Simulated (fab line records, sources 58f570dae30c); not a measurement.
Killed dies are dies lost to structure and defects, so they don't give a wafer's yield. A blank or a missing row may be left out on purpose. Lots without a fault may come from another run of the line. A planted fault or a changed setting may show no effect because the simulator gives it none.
Which tool did it? | flow berkeley_cmos170 | 7 lots, 21 wafers sampled, at 2 steps of a route of 331

WHAT THE GAUGES READ, wafer by wafer
UCB170_PLDD_TW_MEAS_11.
lot  | measured     | on            | PLDD_TW
L247 | day 6 05:58  | film_metro-02 | 1006 1005 1005
L250 | day 7 08:21  | film_metro-02 | 1018 1018 1016
L255 | day 8 22:17  | film_metro-02 | 1005 1008 1008
L257 | day 8 22:47  | film_metro-01 | 1012 1009 1009
L261 | day 9 20:16  | film_metro-01 | 983 990 984
L264 | day 9 19:46  | film_metro-02 | 1008 1002 1000
L268 | day 10 11:42 | film_metro-01 | 1006 1001 1008

WHICH TOOL RAN EACH LOT (tool, then ch and the chambers of the sampled wafers, then the start)
lot  | UCB170_PLDD_IMPLANT_09
L247 | implanter-02 ch 0, day 6 05:42
L250 | implanter-02 ch 0, day 7 08:08
L255 | implanter-04 ch 0, day 8 22:04
L257 | implanter-04 ch 0, day 8 22:33
L261 | implanter-02 ch 0, day 9 20:01
L264 | implanter-01 ch 0, day 9 19:32
L268 | implanter-04 ch 0, day 10 11:27
- UCB170_PLDD_IMPLANT_09

THE ANSWER, worked out from the rows above alone
Rule: what is usual is taken from the lots themselves. Put in order of their means at a reading, lots are off if they are a third of the lots or fewer, leave a main group of 4 or more, and stand apart from it by a gap of 3 or more times the standard deviation of the main group's means; of several such gaps the widest counts. A main group whose means are all the same, to the digits that the tables above print for the reading, isn't used. A lot without any number at a reading at which 4 lots or more have one is off too. The other lots that the step has rows for count as sound.
Off: L261, at UCB170_PLDD_TW_MEAS_11 (PLDD_TW). The main group: mean 1008, standard deviation 4.7.
A tool fits if, at a process step before that reading, it ran every lot that is off, and no sound lot after the first of them. The gauges at UCB170_PLDD_TW_MEAS_11 are tried like those tools. One fits: implanter-02 at UCB170_PLDD_IMPLANT_09. Its last sound lot is L250 (day 7 08:08), its first lot that is off L261 (day 9 20:01): a fault that began between those two fits.

WHAT THE SIMULATOR HAD PUT IN
Process parameter drift: implanter-02, from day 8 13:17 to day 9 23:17, at UCB170_PLDD_IMPLANT_09. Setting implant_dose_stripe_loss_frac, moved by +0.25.
Lots struck among those shown: L261. The rule above found the same.
